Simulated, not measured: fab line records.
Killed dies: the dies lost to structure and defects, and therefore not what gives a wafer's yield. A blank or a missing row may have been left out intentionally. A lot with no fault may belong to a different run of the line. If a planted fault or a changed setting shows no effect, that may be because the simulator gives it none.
2 desks, one fault :: flow berkeleyCmos170 :: each desk has only its own numbers; what lay behind them comes last

## FROM THE METROLOGY DESK
What the gauges read, lot by lot, whatever tool the lot ran on: means of the sampled wafers that have a number. A lot is out of limits, marked OUT, if its mean lies more than 4 standard deviations from the usual mean; the brackets give that distance.
Columns: A = PVT_TW at UCB170_PVT_TW_MEAS_09, usual 508; B = PLDD_OVL at UCB170_PLDD_OVL_MEAS_07, usual 0 nm; C = V1_TEOS_THK at UCB170_V1_THK_MEAS_01, usual 2007 nm
lot: L615
first seen here: day 6 14:07
A: 515
B: -5
C: 1997

lot: L616
first seen here: day 7 05:32
A: 515
B: -7
C: 1997

lot: L617
first seen here: day 7 06:05
A: 503
B: 6
C: 2026

lot: L619
first seen here: day 7 15:10
A: 504
B: -4
C: 2035

lot: L618
first seen here: day 7 15:31
A: 502
B: -0
C: 1982

lot: L622
first seen here: day 7 23:05
A: 506
B: 11
C: 2040

lot: L623
first seen here: day 7 23:21
A: 504
B: 2
C: 1976

lot: L621
first seen here: day 8 00:04
A: 509
B: -3
C: 2000

lot: L624
first seen here: day 8 12:58
A: 514
B: 6
C: 1991

lot: L632
first seen here: day 10 11:55
A: 504
B: 7
C: 2041

lot: L634
first seen here: day 10 15:33
A: 503
B: -8
C: 1979

lot: L635
first seen here: day 11 01:20
A: 511
B: -1
C: 2004

lot: L637
first seen here: day 11 01:27
A: 503
B: 0
C: 2007

lot: L638
first seen here: day 11 09:32
A: 505
B: -2
C: 2002
This desk's verdict: no lot among the 14 shows anything out of limits.

## THE TOOL OWNER'S DESK: plasmaAsher-04
The tool's own readings at UCB170_M3_STRIP_19 (strips in O2): means of the sampled wafers that have a number, for each lot that ran on this tool. A lot is out of limits, marked OUT, if its mean lies more than 4 standard deviations from the usual mean; the brackets give that distance.
Columns: A = drypumpMotorCurrentA at UCB170_M3_STRIP_19, usual 5.6 A; B = oesProductAu at UCB170_M3_STRIP_19, usual 0.535 a.u.
lot: L617
first seen here: day 9 12:52
A: 5.7
B: 0.511

lot: L616
first seen here: day 9 13:37
A: 5.9
B: 0.532

lot: L618
first seen here: day 10 06:59
A: 5.9
B: 0.512

lot: L619
first seen here: day 10 08:19
A: 5.8
B: 0.521

lot: L623
first seen here: day 10 09:09
A: 5.7
B: 0.530

lot: L621
first seen here: day 10 09:43
A: 5.9
B: 0.537

lot: L624
first seen here: day 11 13:37
A: 5.9
B: 0.534
This desk's verdict: no lot among the 7 shows anything out of limits.

## PUT TOGETHER
Metrology desk: nothing out of limits seen.
The desk of the tool owner found nothing out of limits.

## WHAT THE SIMULATOR HAD PUT IN
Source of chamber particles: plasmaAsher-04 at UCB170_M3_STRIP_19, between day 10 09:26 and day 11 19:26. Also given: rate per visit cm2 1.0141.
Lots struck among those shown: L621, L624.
